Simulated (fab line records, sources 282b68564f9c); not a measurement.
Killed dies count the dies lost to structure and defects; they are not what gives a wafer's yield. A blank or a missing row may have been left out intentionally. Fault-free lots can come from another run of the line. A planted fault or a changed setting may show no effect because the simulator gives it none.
Comparing a struck lot with a sound one ; flow rit_cmos ; 18 steps out of a route of 202
Sound: the wafers L310.2, L310.5, L310.6. Wafers L321.3, L321.5, L321.6 were the ones struck. The cause is given at the end.
For every step that has rows: the tool of each side, followed by ch and its chambers, followed by its first start. Under that, the readings that differ: sound wafers ; struck wafers ; difference of the means ; sigmas: that difference in standard deviations of wafers without a fault.
alike: same words and numbers on both sides, and readings whose means sit less than 2 such deviations apart. not compared: any withheld reading, any reading some wafer has no value for, any bound like >300 that may hide the same value, and any number with overlapping values for which the record gives no deviation.
The two part at a step that has a row with sigmas, a row that says differs or no value, or rows on one side only. When numbers do not overlap yet have no deviation, they are printed without sigmas and do not part them. Lack of a reading on every wafer of one side parts them only where that side has two or more wafers.

first, 2 steps without rows for these wafers: RIT_PLDD_HARDBAKE_07 (time 60 s); RIT_PLDD_IMPLANT_08.
RIT_PLDD_STRIP_09: strips in O2, time 180 s.
  sound on plasma_asher-02 ch 0,1, day 3 01:44; struck on plasma_asher-04 ch 0,1, day 5 11:49
  alike: drypump_motor_current_A
  not compared: rf_hours_counter_h
RIT_PLDD_TW_MEAS_10:
  sound on film_metro-04 at day 3 01:55; struck on film_metro-03 at day 5 11:57
  alike: PLDD_TW
then, 4 steps without rows for these wafers: RIT_SPACER_CLEAN_00 (cleans in SC1, time 600 s); RIT_SPACER_CLEAN_01 (cleans in dHF, time 30 s); RIT_SPACER_CLEAN_02 (cleans in SC2, time 600 s); RIT_SPACER_CVD_03 (deposits Si3N4 from SiH2Cl2/NH3, target thk 250 nm, time 3300 s).
RIT_SPACER_THK_MEAS_04:
  sound on film_metro-03 at day 3 04:17; struck on film_metro-02 at day 5 16:41
  alike: SPACER_NITRIDE_THK
RIT_SPACER_ETCHBACK_05: etches Si3N4 in SF6/CHF3, stops on SiO2, target depth 250 nm, time 240 s.
  sound on rie_diel-03 ch 0,3, day 3 04:20; struck on rie_diel-03 ch 0,1,2, day 5 16:44
  alike: drypump_motor_current_A, oes_product_au, throttle_valve_pct
  not compared: rf_hours_counter_h
then, 2 steps without rows for these wafers: RIT_NSD_HMDS_00 (prime time 60 s); RIT_NSD_COAT_01 (resist thk 1000 nm).
RIT_NSD_SOFTBAKE_02: time 60 s.
  sound on litho_track-01 ch 0, day 3 04:56; struck on litho_track-01 ch 0, day 5 17:14
reading;sound;struck;difference;sigmas
heater_power_total_W (W);34.55 34.61 34.60;33.58 33.60 33.61;-0.99;-20
plate_temp_C (C);89.82 89.92 89.87;88.21 88.11 88.20;-1.70;-13
  alike: exhaust_pa
then, 2 steps without rows for these wafers: RIT_NSD_EXPOSE_03 (exposes mask M9, target cd 40700 nm); RIT_NSD_PEB_04.
RIT_NSD_DEVELOP_05: develop time 50 s.
  sound on litho_track-02 ch 0; struck on litho_track-02 ch 0
reading;sound;struck;difference;sigmas
model.NOVOLAK_of_NSD_COAT_01.thk_nm (nm);1000 1001 999.1;1005 1004 1003;+4;
  alike: exhaust_pa
RIT_NSD_OVL_MEAS_06:
  sound on overlay-02 at day 3 05:28; struck on overlay-01 at day 5 17:44
  alike: NSD_OVL
then, 1 step without rows for these wafers: RIT_M1_PROBE_99.

## WHERE THEY PART
Within this record, at RIT_NSD_SOFTBAKE_02 only. Later steps at which nothing parts them and some readings are alike: RIT_NSD_DEVELOP_05, RIT_NSD_OVL_MEAS_06.

WHY: the cause the simulator had injected
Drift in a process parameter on litho_track-01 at RIT_NSD_SOFTBAKE_02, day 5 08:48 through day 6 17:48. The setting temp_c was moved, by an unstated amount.
